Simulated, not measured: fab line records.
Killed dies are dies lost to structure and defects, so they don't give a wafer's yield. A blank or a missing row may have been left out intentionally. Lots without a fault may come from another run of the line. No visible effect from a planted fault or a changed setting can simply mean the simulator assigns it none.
fab line records ; flow berkeleyCmos170
record: lots: 15; wafers: 45; lastDay: 13
route steps=331 shown WELLDRIVE@57 PFIELD@86
lots untouched by any fault: they come from a run of this same line in which no faults occurred
startH: hours from the record's opening day to when the first of the lot's shown wafers began ; waitH: hours from the lot's prior step to this one ; " repeats the value in the row above ; L1.1+2: several wafers, shown together as one row ; - either no value or no given start ; * or withheld: withheld ; < > ~ a bound
route shown NAME@n: NAME is a module with steps in the file, n the number in the route of the first one ; usual: the fault-free wafers' mean and standard deviation ; same: alike in all rows ; chamber/n: place in a boat ; sites: per-site readings ; _std_site: standard deviation of those values ; _edge_site: mean of outer sites minus mean of inner sites ; radiusMm: for every site, how far away it sits from the centre of the wafer ; mask NAME#n: copy n ; behind: the most recent tool/chamber to have shaped the wafer ; hold: why the lot went on hold/how many hours it stayed there/how the hold came to an end ; device: which transistor (n, p or np) failed to switch ; end of line: the tests these same wafers got at the end of their route ; where a step has no rows: the recipe by itself ; killed: count of dies lost to structure and defects at first sort (not the wafer's yield) ; map: dies across one wafer; x = killed, . = not, _ = none there
set.NAME: the setting the step ran with; set.NAME@STEP: the setting that earlier step ran with ; model.NAME: the simulator's own value behind a step, which no gauge read
route steps across a sampled set of lots; one table per step, one row per wafer
services: when a tool's chamber went out of use (startH, in hours from the record's first day, below 0 if earlier), for how many hours, and the reason
== steps ==
step: UCB170_WELLDRIVE_THK_MEAS_02
recipe: reads: SiO2_of_WELLDRIVE_OXIDATION_01
usual: WELLDRIVE_OXIDE_THK: 200/5.1
lot.wafer;tool;chamber;startH;waitH;WELLDRIVE_OXIDE_THK[nm]
L472.2;filmMetro-04;-;70.67;0.0;197
L472.3;filmMetro-04;-;70.67;0.0;197
L472.5;filmMetro-04;-;70.67;0.0;197
L473.2;filmMetro-04;-;82.87;0.0;196
L473.3;filmMetro-04;-;82.87;0.0;198
L473.5;filmMetro-04;-;82.87;0.0;196
L475.3;filmMetro-03;-;82.88;0.0;198
L475.4;filmMetro-03;-;82.88;0.0;200
L475.5;filmMetro-03;-;82.88;0.0;199
L474.1;filmMetro-01;-;82.92;0.1;202
L474.4;filmMetro-01;-;82.92;0.1;206
L474.5;filmMetro-01;-;82.92;0.1;202
L478.1;filmMetro-03;-;101.67;0.0;203
L478.2;filmMetro-03;-;101.67;0.0;200
L478.5;filmMetro-03;-;101.67;0.0;198
L477.2;filmMetro-04;-;101.68;0.0;203
L477.4;filmMetro-04;-;101.68;0.0;205
L477.5;filmMetro-04;-;101.68;0.0;203
L479.1;filmMetro-01;-;109.52;0.0;205
L479.2;filmMetro-01;-;109.52;0.0;207
L479.3;filmMetro-01;-;109.52;0.0;205
L486.1;filmMetro-03;-;133.39;0.0;197
L486.4;filmMetro-03;-;133.39;0.0;199
L486.5;filmMetro-03;-;133.39;0.0;196
L487.1;filmMetro-03;-;148.24;0.0;189
L487.2;filmMetro-03;-;148.24;0.0;192
L487.6;filmMetro-03;-;148.24;0.0;190
L488.3;filmMetro-04;-;148.26;0.0;192
L488.4;filmMetro-04;-;148.26;0.0;195
L488.6;filmMetro-04;-;148.26;0.0;194
L489.1;filmMetro-01;-;157.56;0.0;193
L489.5;filmMetro-01;-;157.56;0.0;194
L489.6;filmMetro-01;-;157.56;0.0;197
L490.1;filmMetro-04;-;171.31;0.0;207
L490.3;filmMetro-04;-;171.31;0.0;204
L490.6;filmMetro-04;-;171.31;0.0;204
L494.1;filmMetro-01;-;171.35;0.0;207
L494.2;filmMetro-01;-;171.35;0.0;205
L494.4;filmMetro-01;-;171.35;0.0;208
L493.1;filmMetro-03;-;171.37;0.1;205
L493.5;filmMetro-03;-;171.37;0.1;203
L493.6;filmMetro-03;-;171.37;0.1;205
L495.2;filmMetro-04;-;184.65;0.0;198
L495.3;filmMetro-04;-;184.65;0.0;194
L495.4;filmMetro-04;-;184.65;0.0;193
step: UCB170_PFIELD_IMPLANT_07
recipe: species: B; doseCm2: 2e+13; energyKev: 80; tiltDeg: 7
usual: beamEnergyKeV: 79.996/0.026
lot.wafer;tool;chamber;startH;waitH;beamEnergyKeV
L472.2;implanter-02;0;94.40;0.0;80.005
L472.3;implanter-02;0;94.40;0.0;79.975
L472.5;implanter-02;0;94.40;0.0;79.983
L475.3;implanter-04;0;103.58;0.1;80.039
L475.4;implanter-04;0;103.58;0.1;79.982
L475.5;implanter-04;0;103.58;0.1;79.963
L475.3;implanter-04;0;103.90;0.3;79.976
L475.4;implanter-04;0;103.90;0.3;80.013
L475.5;implanter-04;0;103.90;0.3;80.012
L473.2;implanter-03;0;104.10;0.0;80.004
L473.3;implanter-03;0;104.10;0.0;80.024
L473.5;implanter-03;0;104.10;0.0;79.978
L474.1;implanter-02;0;104.26;0.0;80.006
L474.4;implanter-02;0;104.26;0.0;79.975
L474.5;implanter-02;0;104.26;0.0;80.030
L474.1;implanter-02;0;104.57;0.3;80.010
L474.4;implanter-02;0;104.57;0.3;79.993
L474.5;implanter-02;0;104.57;0.3;79.975
L478.1;implanter-03;0;130.18;0.0;79.982
L478.2;implanter-03;0;130.18;0.0;80.044
L478.5;implanter-03;0;130.18;0.0;79.990
L477.2;implanter-04;0;130.39;0.0;80.055
L477.4;implanter-04;0;130.39;0.0;79.994
L477.5;implanter-04;0;130.39;0.0;79.991
L479.1;implanter-02;0;131.73;0.0;80.015
L479.2;implanter-02;0;131.73;0.0;80.011
L479.3;implanter-02;0;131.73;0.0;79.992
L479.1;implanter-02;0;132.04;0.3;79.976
L479.2;implanter-02;0;132.04;0.3;79.996
L479.3;implanter-02;0;132.04;0.3;79.978
L486.1;implanter-02;0;157.04;0.0;79.969
L486.4;implanter-02;0;157.04;0.0;79.958
L486.5;implanter-02;0;157.04;0.0;79.932
L488.3;implanter-03;0;173.48;0.1;80.000
L488.4;implanter-03;0;173.48;0.1;80.013
L488.6;implanter-03;0;173.48;0.1;80.032
L487.1;implanter-02;0;173.87;0.0;80.050
L487.2;implanter-02;0;173.87;0.0;79.995
L487.6;implanter-02;0;173.87;0.0;80.016
L489.1;implanter-03;0;184.26;0.0;79.967
L489.5;implanter-03;0;184.26;0.0;80.017
L489.6;implanter-03;0;184.26;0.0;80.007
L493.1;implanter-02;0;191.62;0.0;80.051
L493.5;implanter-02;0;191.62;0.0;80.009
L493.6;implanter-02;0;191.62;0.0;80.030
L490.1;implanter-04;0;192.67;0.0;79.990
L490.3;implanter-04;0;192.67;0.0;79.980
L490.6;implanter-04;0;192.67;0.0;80.000
L494.1;implanter-03;0;192.79;0.0;79.980
L494.2;implanter-03;0;192.79;0.0;79.969
L494.4;implanter-03;0;192.79;0.0;79.965
L495.2;implanter-03;0;209.85;0.0;79.982
L495.3;implanter-03;0;209.85;0.0;79.996
L495.4;implanter-03;0;209.85;0.0;80.000
step: UCB170_PFIELD_TW_MEAS_09
usual: PFIELD_TW: 601/6.7
lot.wafer;tool;chamber;startH;waitH;PFIELD_TW
L472.2;filmMetro-02;-;94.64;0.1;595
L472.3;filmMetro-02;-;94.64;0.1;599
L472.5;filmMetro-02;-;94.64;0.1;603
L475.3;filmMetro-01;-;104.12;0.1;743
L475.4;filmMetro-01;-;104.12;0.1;740
L475.5;filmMetro-01;-;104.12;0.1;743
L473.2;filmMetro-03;-;104.33;0.1;605
L473.3;filmMetro-03;-;104.33;0.1;605
L473.5;filmMetro-03;-;104.33;0.1;602
L474.1;filmMetro-01;-;104.82;0.1;742
L474.4;filmMetro-01;-;104.82;0.1;741
L474.5;filmMetro-01;-;104.82;0.1;743
L478.1;filmMetro-03;-;130.43;0.1;608
L478.2;filmMetro-03;-;130.43;0.1;604
L478.5;filmMetro-03;-;130.43;0.1;605
L477.2;filmMetro-01;-;130.62;0.1;595
L477.4;filmMetro-01;-;130.62;0.1;593
L477.5;filmMetro-01;-;130.62;0.1;594
L479.1;filmMetro-03;-;132.29;0.1;759
L479.2;filmMetro-03;-;132.29;0.1;757
L479.3;filmMetro-03;-;132.29;0.1;754
L486.1;filmMetro-02;-;157.29;0.1;597
L486.4;filmMetro-02;-;157.29;0.1;595
L486.5;filmMetro-02;-;157.29;0.1;593
L488.3;filmMetro-02;-;173.70;0.1;598
L488.4;filmMetro-02;-;173.70;0.1;598
L488.6;filmMetro-02;-;173.70;0.1;599
L487.1;filmMetro-03;-;174.12;0.1;602
L487.2;filmMetro-03;-;174.12;0.1;603
L487.6;filmMetro-03;-;174.12;0.1;604
L489.1;filmMetro-02;-;184.51;0.1;597
L489.5;filmMetro-02;-;184.51;0.1;597
L489.6;filmMetro-02;-;184.51;0.1;599
L493.1;filmMetro-03;-;191.87;0.1;604
L493.5;filmMetro-03;-;191.87;0.1;607
L493.6;filmMetro-03;-;191.87;0.1;604
L490.1;filmMetro-01;-;192.92;0.1;593
L490.3;filmMetro-01;-;192.92;0.1;595
L490.6;filmMetro-01;-;192.92;0.1;595
L494.1;filmMetro-01;-;193.04;0.1;594
L494.2;filmMetro-01;-;193.04;0.1;595
L494.4;filmMetro-01;-;193.04;0.1;596
L495.2;filmMetro-03;-;210.08;0.1;610
L495.3;filmMetro-03;-;210.08;0.1;607
L495.4;filmMetro-03;-;210.08;0.1;605
== services ==
tool;chamber;startH;hours;kind
implanter-02;-;119.14;4.8;pm
implanter-02;-;142.65;1.1;repair
implanter-03;-;158.84;9.0;pm
implanter-04;-;160.97;5.8;repair
implanter-04;-;178.34;1.4;repair
== key ==
firstSign: step: UCB170_PFIELD_IMPLANT_07; reading: visit; direction: added
effect: step: UCB170_PFIELD_TW_MEAS_09; reading: PFIELD_TW; direction: up; sigmas: 22; usual: 601; struck: 747
metAt UCB170_PFIELD_IMPLANT_07
struckLots L474,L475,L479
testerLeftOut L474,L475,L479
notActingAt UCB170_WELLDRIVE_THK_MEAS_02
fault: kind: repeatedStepWhole; tool: implanter-02,implanter-03,implanter-04; chamber: -; onsetH: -; steps: UCB170_PFIELD_IMPLANT_07; times: 1; scope: struckLotsOnly
testerLeftOut: of these lots the tester's yield and bins aren't shown, on N5 and GAA mostly nor the transistor test; their killed dies are dies lost to structure and defects alone, not to doping, threshold or leakage, so they don't give the yield
